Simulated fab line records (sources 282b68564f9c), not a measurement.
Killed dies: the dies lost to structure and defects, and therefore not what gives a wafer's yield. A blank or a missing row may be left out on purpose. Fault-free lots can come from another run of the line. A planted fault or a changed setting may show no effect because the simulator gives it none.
Chamber matching || flow rit-cmos || RIT_SDANNEAL_CLEAN_01 on wet-bench-04 has 3 sister chambers
The step cleans in dHF, time 30 s. 14 wafers are shown with their chamber, then 7 later ones without.

== WAFERS WITH THEIR CHAMBER ==
{"wafer": "L936.2", "chamber": 0, "run-length-s (s)": 57.4}
{"wafer": "L936.4", "chamber": 0, "run-length-s (s)": 57.4}
{"wafer": "L936.6", "chamber": 0, "run-length-s (s)": 57.4}
{"wafer": "L940.1", "chamber": 1, "run-length-s (s)": 55.8}
{"wafer": "L940.3", "chamber": 1, "run-length-s (s)": 55.8}
{"wafer": "L940.5", "chamber": 1, "run-length-s (s)": 55.8}
{"wafer": "L952.2", "chamber": 2, "run-length-s (s)": 61.8}
{"wafer": "L952.4", "chamber": 2, "run-length-s (s)": 61.8}
{"wafer": "L952.5", "chamber": 2, "run-length-s (s)": 61.8}
{"wafer": "L955.1", "chamber": 0, "run-length-s (s)": 57.3}
{"wafer": "L955.4", "chamber": 0, "run-length-s (s)": 57.3}
{"wafer": "L955.6", "chamber": 0, "run-length-s (s)": 57.3}
{"wafer": "L956.1", "chamber": 2, "run-length-s (s)": 56.3}
{"wafer": "L956.3", "chamber": 2, "run-length-s (s)": 56.3}

SIGNATURES (averages over the wafers above)
{"reading": "run-length-s", "chamber 0": 57.350, "chamber 1": 55.800, "chamber 2": 59.600, "scatter within a chamber": 1.82}
Rule: for a wafer and a chamber, the distance is found by dividing, reading by reading, the gap between the wafer's reading and the chamber's mean by the reading's scatter, squaring, summing and taking the root. If the next closest chamber is less than 2 further off than the closest, the wafer can't be placed; otherwise it belongs to the closest. The scatter: take each reading less its chamber's mean, square it, sum over the shown wafers, divide by the number of wafers less the number of chambers, and take the root.

== WAFERS WHOSE CHAMBER IS MISSING ==
{"wafer": "L956.4", "run-length-s (s)": 56.3}
{"wafer": "L958.3", "run-length-s (s)": 55.4}
{"wafer": "L958.4", "run-length-s (s)": 55.4}
{"wafer": "L958.5", "run-length-s (s)": 55.4}
{"wafer": "L959.2", "run-length-s (s)": 61.1}
{"wafer": "L959.5", "run-length-s (s)": 61.1}
{"wafer": "L959.6", "run-length-s (s)": 61.1}

== CHAMBER TAKEN BY EACH ==
{"wafer": "L956.4", "from the rows above": "can't be placed: 1 or 0 or 2", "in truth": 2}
{"wafer": "L958.3", "from the rows above": "can't be placed: 1 or 0", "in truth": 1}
{"wafer": "L958.4", "from the rows above": "can't be placed: 1 or 0", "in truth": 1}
{"wafer": "L958.5", "from the rows above": "can't be placed: 1 or 0", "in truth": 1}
{"wafer": "L959.2", "from the rows above": "can't be placed: 2 or 0", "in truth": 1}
{"wafer": "L959.5", "from the rows above": "can't be placed: 2 or 0", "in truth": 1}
{"wafer": "L959.6", "from the rows above": "can't be placed: 2 or 0", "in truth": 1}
Correct placement for 0 of the 7. From these rows, 7 cannot be placed; in 4 the true chamber is one of the candidates. 0 placed wrongly.
